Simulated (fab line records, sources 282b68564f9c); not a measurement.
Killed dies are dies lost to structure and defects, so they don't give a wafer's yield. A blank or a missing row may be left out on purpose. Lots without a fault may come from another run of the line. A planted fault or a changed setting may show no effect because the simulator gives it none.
A struck lot beside a sound one | flow rit_cmos | 26 steps out of a route of 202
Sound: wafers L587.2, L587.5, L587.6. Struck: wafers L579.1, L579.2, L579.3. The cause comes at the end.
At each step with rows: each side's tool, then ch and its chambers, then its first start. Under that, the readings that differ: sound wafers | struck wafers | difference of the means | sigmas: that difference in standard deviations of wafers without a fault.
alike: readings whose means differ by less than 2 such deviations, and words and numbers that are the same on both sides. not compared: withheld readings, readings that some wafer has no value for, bounds like >300 that may hide the same value, and numbers for which the record gives no deviation and whose values overlap.
The two part at a step that has a row with sigmas, a row that says differs or no value, or rows on one side only. Numbers that don't overlap but have no deviation are shown without sigmas and don't part them. A reading that every wafer of one side lacks parts them only if that side has two wafers or more.

first, 1 step without rows for these wafers: RIT_WELLDRIVE_ANNEAL_00 (time 14700 s).
RIT_WELLDRIVE_RS_MEAS_01: measures by four-point-probe.
  sound on film_metro-03, day 5 03:13; struck on film_metro-02, day 3 10:48
  reading           | sound             | struck            | difference | sigmas
  NWELL_RS (ohm/sq) | 276.0 276.0 276.0 | 273.5 273.6 274.1 | -2.3       | -2
RIT_WELLDRIVE_RS_MEAS_02: measures by four-point-probe.
  sound on film_metro-03, day 5 03:20; struck on film_metro-02, day 3 10:55
  alike: PWELL_RS
then, 6 steps without rows for these wafers: RIT_NRETRO_HMDS_00 (prime time 60 s); RIT_NRETRO_COAT_01 (resist thk 1300 nm); RIT_NRETRO_SOFTBAKE_02 (time 60 s); RIT_NRETRO_EXPOSE_03 (exposes mask M4, target cd 43900 nm); RIT_NRETRO_PEB_04; RIT_NRETRO_DEVELOP_05 (develop time 68 s).
RIT_NRETRO_OVL_MEAS_06:
  sound on overlay-02, day 5 04:26; struck on overlay-02, day 3 12:01
  alike: NRETRO_OVL
then, 2 steps without rows for these wafers: RIT_NRETRO_HARDBAKE_07 (time 120 s); RIT_NRETRO_IMPLANT_08.
RIT_NRETRO_STRIP_09: strips in O2, time 180 s.
  sound on plasma_asher-04 ch 0,1, day 5 04:52; struck on plasma_asher-03 ch 0,1, day 3 12:27
  no value came back on the struck wafers for chamber_pressure_mTorr (mTorr), drypump_motor_current_A (A); on the sound wafers chamber_pressure_mTorr (mTorr) reads 3996 4003 4004
  reading                                     | sound | struck         | difference | sigmas
  model.NOVOLAK_of_NRETRO_COAT_01.thk_nm (nm) | 0 0 0 | 1136 1141 1135 | +1137      |
  not compared: rf_hours_counter_h
RIT_NRETRO_TW_MEAS_10:
  sound on film_metro-03, day 5 05:04; struck on film_metro-04, day 3 12:37
  alike: NRETRO_TW
then, 6 steps without rows for these wafers: RIT_PRETRO_HMDS_00 (prime time 60 s); RIT_PRETRO_COAT_01 (resist thk 1300 nm); RIT_PRETRO_SOFTBAKE_02 (time 60 s); RIT_PRETRO_EXPOSE_03 (exposes mask M5, target cd 43700 nm); RIT_PRETRO_PEB_04; RIT_PRETRO_DEVELOP_05 (develop time 68 s).
RIT_PRETRO_OVL_MEAS_06:
  sound on overlay-01, day 5 06:07; struck on overlay-01, day 3 13:34
  alike: PRETRO_OVL
then, 2 steps without rows for these wafers: RIT_PRETRO_HARDBAKE_07 (time 120 s); RIT_PRETRO_IMPLANT_08.
RIT_PRETRO_STRIP_09: strips in O2, time 180 s.
  sound on plasma_asher-02 ch 0,1, day 5 06:33; struck on plasma_asher-03 ch 0,1, day 3 14:00
  alike: chamber_pressure_mTorr, drypump_motor_current_A
  not compared: rf_hours_counter_h
RIT_PRETRO_TW_MEAS_10:
  sound on film_metro-01, day 5 06:44; struck on film_metro-02, day 3 14:24
  reading   | sound             | struck         | difference | sigmas
  PRETRO_TW | 474.0 472.5 473.5 | 30.2 30.2 30.1 | -443.2     | -99 or more
  not compared: hold
RIT_M1_PROBE_99:
  the record has rows for the sound wafers here (prober-02, day 6 10:39) and none for the struck ones

WHERE THEY PART
First at RIT_WELLDRIVE_RS_MEAS_01; last, within this record, at RIT_M1_PROBE_99.

WHY: what the simulator had put in
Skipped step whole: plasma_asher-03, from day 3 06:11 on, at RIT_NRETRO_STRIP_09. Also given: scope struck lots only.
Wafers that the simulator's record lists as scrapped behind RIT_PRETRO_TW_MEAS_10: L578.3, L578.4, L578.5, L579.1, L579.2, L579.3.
